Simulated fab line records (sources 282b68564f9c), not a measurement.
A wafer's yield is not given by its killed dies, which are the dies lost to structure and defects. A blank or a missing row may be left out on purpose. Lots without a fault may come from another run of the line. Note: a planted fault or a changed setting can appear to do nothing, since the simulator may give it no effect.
Which tool did it? || flow rit_cmos || 14 lots with 42 wafers sampled at 2 steps, on a route of 202 steps

WHAT THE GAUGES SHOWED, per wafer
RIT_CONTACT_THK_MEAS_01.
{"lot": "L443", "measured": "day 3 08:47", "on": "film_metro-02", "CONTACT_TEOS_THK (nm)": "398 403 405"}
{"lot": "L444", "measured": "day 3 14:37", "on": "film_metro-04", "CONTACT_TEOS_THK (nm)": "388 400 393"}
{"lot": "L446", "measured": "day 4 02:55", "on": "film_metro-03", "CONTACT_TEOS_THK (nm)": "399 400 402"}
{"lot": "L447", "measured": "day 4 07:41", "on": "film_metro-03", "CONTACT_TEOS_THK (nm)": "396 396 396"}
{"lot": "L451", "measured": "day 4 20:17", "on": "film_metro-02", "CONTACT_TEOS_THK (nm)": "408 443 412"}
{"lot": "L454", "measured": "day 5 11:16", "on": "film_metro-03", "CONTACT_TEOS_THK (nm)": "434 448 407"}
{"lot": "L455", "measured": "day 5 15:55", "on": "film_metro-03", "CONTACT_TEOS_THK (nm)": "401 402 405"}
{"lot": "L456", "measured": "day 5 21:15", "on": "film_metro-03", "CONTACT_TEOS_THK (nm)": "396 396 398"}
{"lot": "L458", "measured": "day 6 07:28", "on": "film_metro-03", "CONTACT_TEOS_THK (nm)": "409 403 408"}
{"lot": "L459", "measured": "day 6 12:11", "on": "film_metro-04", "CONTACT_TEOS_THK (nm)": "397 396 402"}
{"lot": "L461", "measured": "day 6 21:50", "on": "film_metro-02", "CONTACT_TEOS_THK (nm)": "393 408 405"}
{"lot": "L462", "measured": "day 7 01:17", "on": "film_metro-03", "CONTACT_TEOS_THK (nm)": "405 398 404"}
{"lot": "L465", "measured": "day 7 16:23", "on": "film_metro-03", "CONTACT_TEOS_THK (nm)": "398 397 400"}
{"lot": "L466", "measured": "day 7 21:25", "on": "film_metro-04", "CONTACT_TEOS_THK (nm)": "403 409 401"}

WHAT TOOL EACH LOT RAN ON (gives the tool, then ch and the chambers of the sampled wafers, and finally the start)
{"lot": "L443", "RIT_CONTACT_CVD_00": "pecvd-02 ch 0,1,2, day 3 08:43"}
{"lot": "L444", "RIT_CONTACT_CVD_00": "pecvd-04 ch 0,1,2, day 3 14:33"}
{"lot": "L446", "RIT_CONTACT_CVD_00": "pecvd-01 ch 0,1, day 4 02:52"}
{"lot": "L447", "RIT_CONTACT_CVD_00": "pecvd-04 ch 0,1, day 4 07:38"}
{"lot": "L451", "RIT_CONTACT_CVD_00": "pecvd-02 ch 0,1,2, day 4 20:14"}
{"lot": "L454", "RIT_CONTACT_CVD_00": "pecvd-02 ch 0,1, day 5 11:12"}
{"lot": "L455", "RIT_CONTACT_CVD_00": "pecvd-01 ch 0,1,2, day 5 15:51"}
{"lot": "L456", "RIT_CONTACT_CVD_00": "pecvd-04 ch 0,1,2, day 5 21:12"}
{"lot": "L458", "RIT_CONTACT_CVD_00": "pecvd-01 ch 0,2, day 6 07:25"}
{"lot": "L459", "RIT_CONTACT_CVD_00": "pecvd-04 ch 0,2, day 6 12:08"}
{"lot": "L461", "RIT_CONTACT_CVD_00": "pecvd-01 ch 2, day 6 21:45"}
{"lot": "L462", "RIT_CONTACT_CVD_00": "pecvd-04 ch 0,1,2, day 7 01:13"}
{"lot": "L465", "RIT_CONTACT_CVD_00": "pecvd-04 ch 1,2, day 7 16:20"}
{"lot": "L466", "RIT_CONTACT_CVD_00": "pecvd-02 ch 0,1, day 7 21:20"}
- RIT_CONTACT_CVD_00: deposits SiO2 from TEOS, target thk 400 nm, time 61 s.

AS READ BY THE TOOLS THEMSELVES (means over the sampled wafers that have a number; for cases with no such wafer, the mark the record gives instead)
RIT_CONTACT_CVD_00.
{"lot": "L443", "tool": "pecvd-02", "heater_power_w (W)": 342, "rf_fwd_power_W (W)": 397.3}
{"lot": "L444", "tool": "pecvd-04", "heater_power_w (W)": 324, "rf_fwd_power_W (W)": 397.1}
{"lot": "L446", "tool": "pecvd-01", "heater_power_w (W)": 334, "rf_fwd_power_W (W)": 398.2}
{"lot": "L447", "tool": "pecvd-04", "heater_power_w (W)": 352, "rf_fwd_power_W (W)": 397.2}
{"lot": "L451", "tool": "pecvd-02", "heater_power_w (W)": 285, "rf_fwd_power_W (W)": 449.0}
{"lot": "L454", "tool": "pecvd-02", "heater_power_w (W)": 354, "rf_fwd_power_W (W)": 501.7}
{"lot": "L455", "tool": "pecvd-01", "heater_power_w (W)": 295, "rf_fwd_power_W (W)": 396.6}
{"lot": "L456", "tool": "pecvd-04", "heater_power_w (W)": 287, "rf_fwd_power_W (W)": 397.9}
{"lot": "L458", "tool": "pecvd-01", "heater_power_w (W)": 333, "rf_fwd_power_W (W)": 397.7}
{"lot": "L459", "tool": "pecvd-04", "heater_power_w (W)": 332, "rf_fwd_power_W (W)": 398.3}
{"lot": "L461", "tool": "pecvd-01", "heater_power_w (W)": 366, "rf_fwd_power_W (W)": 397.0}
{"lot": "L462", "tool": "pecvd-04", "heater_power_w (W)": 317, "rf_fwd_power_W (W)": 396.6}
{"lot": "L465", "tool": "pecvd-04", "heater_power_w (W)": 311, "rf_fwd_power_W (W)": 398.4}
{"lot": "L466", "tool": "pecvd-02", "heater_power_w (W)": 393, "rf_fwd_power_W (W)": 395.1}

THE ANSWER, worked out from the rows above alone
Rule: what is usual is taken from the lots themselves. The widest of any qualifying gaps counts: lots, ordered by their means at a reading, are off when they make up no more than a third of the lots, leave a main group of 4 or more, and stand apart from it by 3 or more times the standard deviation of that group's means. Not used: any main group whose means are identical at the precision the tables above print for the reading. Also off: a lot with no number at a reading for which 4 or more lots have one. Where the step has rows for the other lots, those lots are counted as sound. Order of review: gauges by route order, followed by the tools' own readings, for which a lot's mean as printed above is used. At the first step where some lot is off, the reading lying furthest off is the one used; lots without a number count as furthest.
Off: L451, L454, at RIT_CONTACT_THK_MEAS_01 (CONTACT_TEOS_THK). Mean 400 nm and standard deviation 3.6 in the main group.
If a tool, at a process step before that reading, ran all the lots that are off and no sound lot after the first of them, it fits. The gauges at RIT_CONTACT_THK_MEAS_01 aren't tried: what is off there is off at RIT_CONTACT_CVD_00 too, on other tools, and a gauge's error can't cause that. Of those tried, none fits.

WHAT THE SIMULATOR PUT IN
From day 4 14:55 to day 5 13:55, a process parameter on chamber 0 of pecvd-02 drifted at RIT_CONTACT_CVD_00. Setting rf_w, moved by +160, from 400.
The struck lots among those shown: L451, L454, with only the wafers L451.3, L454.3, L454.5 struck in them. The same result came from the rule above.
